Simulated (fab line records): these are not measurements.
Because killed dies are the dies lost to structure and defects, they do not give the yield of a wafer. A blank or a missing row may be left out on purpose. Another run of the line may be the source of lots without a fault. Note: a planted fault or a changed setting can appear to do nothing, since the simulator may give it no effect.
The tool behind it: which one? || flow berkeley_cmos170 || 42 wafers from 14 lots sampled at 3 of the route's 331 steps

== WHAT THE GAUGES SHOWED, per wafer ==
UCB170_PWELL_THK_MEAS_03. Usual: PWELL_OXIDE_THK gives 26.5 nm (standard deviation 0.5).
{"lot": "L725", "measured": "day 3 05:13", "on": "film_metro-01", "PWELL_OXIDE_THK (nm)": "26.1 26.2 26.3", "flag": ""}
{"lot": "L726", "measured": "day 3 11:53", "on": "film_metro-01", "PWELL_OXIDE_THK (nm)": "26.7 26.3 26.3", "flag": ""}
{"lot": "L727", "measured": "day 3 17:10", "on": "film_metro-01", "PWELL_OXIDE_THK (nm)": "26.0 26.1 26.2", "flag": ""}
{"lot": "L730", "measured": "day 4 10:33", "on": "film_metro-02", "PWELL_OXIDE_THK (nm)": "26.0 26.7 26.3", "flag": ""}
{"lot": "L731", "measured": "day 4 15:04", "on": "film_metro-02", "PWELL_OXIDE_THK (nm)": "26.7 26.5 26.6", "flag": ""}
{"lot": "L732", "measured": "day 4 21:35", "on": "film_metro-01", "PWELL_OXIDE_THK (nm)": "26.4 26.1 26.6", "flag": ""}
{"lot": "L736", "measured": "day 5 14:46", "on": "film_metro-03", "PWELL_OXIDE_THK (nm)": "27.2 27.9 27.4", "flag": ""}
{"lot": "L737", "measured": "day 5 19:01", "on": "film_metro-01", "PWELL_OXIDE_THK (nm)": "26.5 26.1 26.2", "flag": ""}
{"lot": "L738", "measured": "day 6 00:37", "on": "film_metro-02", "PWELL_OXIDE_THK (nm)": "26.8 27.0 26.8", "flag": ""}
{"lot": "L739", "measured": "day 6 03:58", "on": "film_metro-01", "PWELL_OXIDE_THK (nm)": "26.9 26.3 26.4", "flag": ""}
{"lot": "L740", "measured": "day 6 13:40", "on": "film_metro-02", "PWELL_OXIDE_THK (nm)": "25.9 25.5 26.0", "flag": ""}
{"lot": "L742", "measured": "day 6 20:49", "on": "film_metro-03", "PWELL_OXIDE_THK (nm)": "26.8 27.0 26.8", "flag": ""}
{"lot": "L743", "measured": "day 7 02:21", "on": "film_metro-02", "PWELL_OXIDE_THK (nm)": "26.5 27.2 27.3", "flag": ""}
{"lot": "L744", "measured": "day 7 02:22", "on": "film_metro-01", "PWELL_OXIDE_THK (nm)": "25.7 26.1 25.8", "flag": ""}

UCB170_ACTIVE_CD_MEAS_13 targets a cd of 1200 nm. Usual: cd_nm 1199.8 nm, standard deviation 1.5.
{"lot": "L725", "measured": "day 4 23:58", "on": "cd_sem-02", "cd_nm (nm)": "1200.2 1200.4 1200.3", "flag": ""}
{"lot": "L726", "measured": "day 4 23:45", "on": "cd_sem-02", "cd_nm (nm)": "1197.3 1198.2 1199.0", "flag": ""}
{"lot": "L727", "measured": "day 5 03:28", "on": "cd_sem-01", "cd_nm (nm)": "1200.7 1199.8 1200.6", "flag": ""}
{"lot": "L730", "measured": "day 5 21:41", "on": "cd_sem-01", "cd_nm (nm)": "1200.6 1199.5 1199.9", "flag": ""}
{"lot": "L736", "measured": "day 7 02:38", "on": "cd_sem-02", "cd_nm (nm)": "1200.2 1199.7 1200.0", "flag": ""}
{"lot": "L737", "measured": "day 7 06:38", "on": "cd_sem-02", "cd_nm (nm)": "1200.1 1199.2 1199.7", "flag": ""}
{"lot": "L738", "measured": "day 7 07:18", "on": "cd_sem-01", "cd_nm (nm)": "1199.8 1198.1 1199.6", "flag": ""}
{"lot": "L739", "measured": "day 7 06:52", "on": "cd_sem-02", "cd_nm (nm)": "1201.0 1201.9 1202.0", "flag": ""}
{"lot": "L740", "measured": "day 7 20:37", "on": "cd_sem-02", "cd_nm (nm)": "1197.1 1199.7 1200.1", "flag": ""}
{"lot": "L742", "measured": "day 8 06:11", "on": "cd_sem-02", "cd_nm (nm)": "1198.7 1198.6 1200.1", "flag": ""}
{"lot": "L743", "measured": "day 8 12:17", "on": "cd_sem-01", "cd_nm (nm)": "1198.1 1198.4 1198.0", "flag": ""}
{"lot": "L744", "measured": "day 8 12:20", "on": "cd_sem-02", "cd_nm (nm)": "1200.0 1197.6 1199.2", "flag": ""}

== TOOL THAT RAN EACH LOT (tool first, then ch and the chambers of the sampled wafers, then the start) ==
{"lot": "L725", "UCB170_PWELL_STRIP_16": "plasma_asher-02 ch 0,1, day 3 13:57"}
{"lot": "L726", "UCB170_PWELL_STRIP_16": "plasma_asher-01 ch 0,1, day 3 19:09"}
{"lot": "L727", "UCB170_PWELL_STRIP_16": "plasma_asher-03 ch 0,1, day 4 00:28"}
{"lot": "L730", "UCB170_PWELL_STRIP_16": "plasma_asher-03 ch 0,1, day 4 18:32"}
{"lot": "L731", "UCB170_PWELL_STRIP_16": "plasma_asher-03 ch 0,1, day 4 22:09"}
{"lot": "L732", "UCB170_PWELL_STRIP_16": "plasma_asher-01 ch 0,1, day 5 05:46"}
{"lot": "L736", "UCB170_PWELL_STRIP_16": "plasma_asher-01 ch 0,1, day 5 21:10"}
{"lot": "L737", "UCB170_PWELL_STRIP_16": "plasma_asher-02 ch 0,1, day 6 03:31"}
{"lot": "L738", "UCB170_PWELL_STRIP_16": "plasma_asher-03 ch 0,1, day 6 07:42"}
{"lot": "L739", "UCB170_PWELL_STRIP_16": "plasma_asher-02 ch 0,1, day 6 11:11"}
{"lot": "L740", "UCB170_PWELL_STRIP_16": "plasma_asher-01 ch 1, day 6 19:49"}
{"lot": "L742", "UCB170_PWELL_STRIP_16": "plasma_asher-02 ch 0,1, day 7 04:40"}
{"lot": "L743", "UCB170_PWELL_STRIP_16": "plasma_asher-03 ch 0,1, day 7 09:10"}
{"lot": "L744", "UCB170_PWELL_STRIP_16": "plasma_asher-02 ch 0,1, day 7 09:28"}
- UCB170_PWELL_STRIP_16: strips in O2.

== WHAT THE TOOLS THEMSELVES READ (means of the sampled wafers that have a number; where no wafer has one, the mark that the record gives instead) ==
UCB170_PWELL_STRIP_16. Usual: chamber_pressure_mTorr 3499.9 mTorr, standard deviation 3; drypump_motor_current_A 5.5 A, standard deviation 0.33; oes_product_au 0.721 a.u., standard deviation 0.0044; strip_time_to_endpoint_s 18.05 s, standard deviation 0.12.
{"lot": "L725", "tool": "plasma_asher-02", "chamber_pressure_mTorr (mTorr)": 3498.9, "drypump_motor_current_A (A)": 5.5, "oes_product_au (a.u.)": 0.720, "strip_time_to_endpoint_s (s)": 17.90, "flag": ""}
{"lot": "L726", "tool": "plasma_asher-01", "chamber_pressure_mTorr (mTorr)": 3499.0, "drypump_motor_current_A (A)": 5.7, "oes_product_au (a.u.)": 0.726, "strip_time_to_endpoint_s (s)": 18.10, "flag": ""}
{"lot": "L727", "tool": "plasma_asher-03", "chamber_pressure_mTorr (mTorr)": 3501.5, "drypump_motor_current_A (A)": 5.6, "oes_product_au (a.u.)": 0.724, "strip_time_to_endpoint_s (s)": 18.07, "flag": ""}
{"lot": "L730", "tool": "plasma_asher-03", "chamber_pressure_mTorr (mTorr)": 3503.4, "drypump_motor_current_A (A)": 5.4, "oes_product_au (a.u.)": 0.721, "strip_time_to_endpoint_s (s)": 18.03, "flag": ""}
{"lot": "L731", "tool": "plasma_asher-03", "chamber_pressure_mTorr (mTorr)": "-", "drypump_motor_current_A (A)": "-", "oes_product_au (a.u.)": "-", "strip_time_to_endpoint_s (s)": "-", "flag": "OFF"}
{"lot": "L732", "tool": "plasma_asher-01", "chamber_pressure_mTorr (mTorr)": "-", "drypump_motor_current_A (A)": "-", "oes_product_au (a.u.)": "-", "strip_time_to_endpoint_s (s)": "-", "flag": "OFF"}
{"lot": "L736", "tool": "plasma_asher-01", "chamber_pressure_mTorr (mTorr)": 3499.1, "drypump_motor_current_A (A)": 5.7, "oes_product_au (a.u.)": 0.719, "strip_time_to_endpoint_s (s)": 17.88, "flag": ""}
{"lot": "L737", "tool": "plasma_asher-02", "chamber_pressure_mTorr (mTorr)": 3499.4, "drypump_motor_current_A (A)": 5.3, "oes_product_au (a.u.)": 0.725, "strip_time_to_endpoint_s (s)": 18.13, "flag": ""}
{"lot": "L738", "tool": "plasma_asher-03", "chamber_pressure_mTorr (mTorr)": 3501.2, "drypump_motor_current_A (A)": 5.6, "oes_product_au (a.u.)": 0.724, "strip_time_to_endpoint_s (s)": 18.13, "flag": ""}
{"lot": "L739", "tool": "plasma_asher-02", "chamber_pressure_mTorr (mTorr)": 3494.8, "drypump_motor_current_A (A)": 5.5, "oes_product_au (a.u.)": 0.720, "strip_time_to_endpoint_s (s)": 18.20, "flag": ""}
{"lot": "L740", "tool": "plasma_asher-01", "chamber_pressure_mTorr (mTorr)": 3499.7, "drypump_motor_current_A (A)": 5.9, "oes_product_au (a.u.)": 0.715, "strip_time_to_endpoint_s (s)": 18.15, "flag": ""}
{"lot": "L742", "tool": "plasma_asher-02", "chamber_pressure_mTorr (mTorr)": 3500.3, "drypump_motor_current_A (A)": 5.3, "oes_product_au (a.u.)": 0.719, "strip_time_to_endpoint_s (s)": 17.96, "flag": ""}
{"lot": "L743", "tool": "plasma_asher-03", "chamber_pressure_mTorr (mTorr)": 3500.8, "drypump_motor_current_A (A)": 5.6, "oes_product_au (a.u.)": 0.720, "strip_time_to_endpoint_s (s)": 18.04, "flag": ""}
{"lot": "L744", "tool": "plasma_asher-02", "chamber_pressure_mTorr (mTorr)": 3501.5, "drypump_motor_current_A (A)": 5.3, "oes_product_au (a.u.)": 0.724, "strip_time_to_endpoint_s (s)": 18.19, "flag": ""}

== THE ANSWER, worked out from the rows above alone ==
Rule: a lot is off if the mean of its wafers that have a number lies more than 3 standard deviations from the usual mean. A lot without any number at a reading at which 4 lots or more have one is off too. Where the step has rows for the other lots, those lots are counted as sound. After the gauges, taken in route order, come the tools' own readings; for these a lot's mean is taken, as printed above. At the first step where some lot is off, the reading lying furthest off is the one used; lots without a number count as furthest.
Off: L731, L732, at UCB170_PWELL_STRIP_16 (chamber_pressure_mTorr). Without a number there: L731, L732.
A tool fits if, at that step or a process step before it, it ran every lot that is off, and no sound lot after the first of them. None of those tried fits.

== WHAT THE SIMULATOR HAD INSERTED ==
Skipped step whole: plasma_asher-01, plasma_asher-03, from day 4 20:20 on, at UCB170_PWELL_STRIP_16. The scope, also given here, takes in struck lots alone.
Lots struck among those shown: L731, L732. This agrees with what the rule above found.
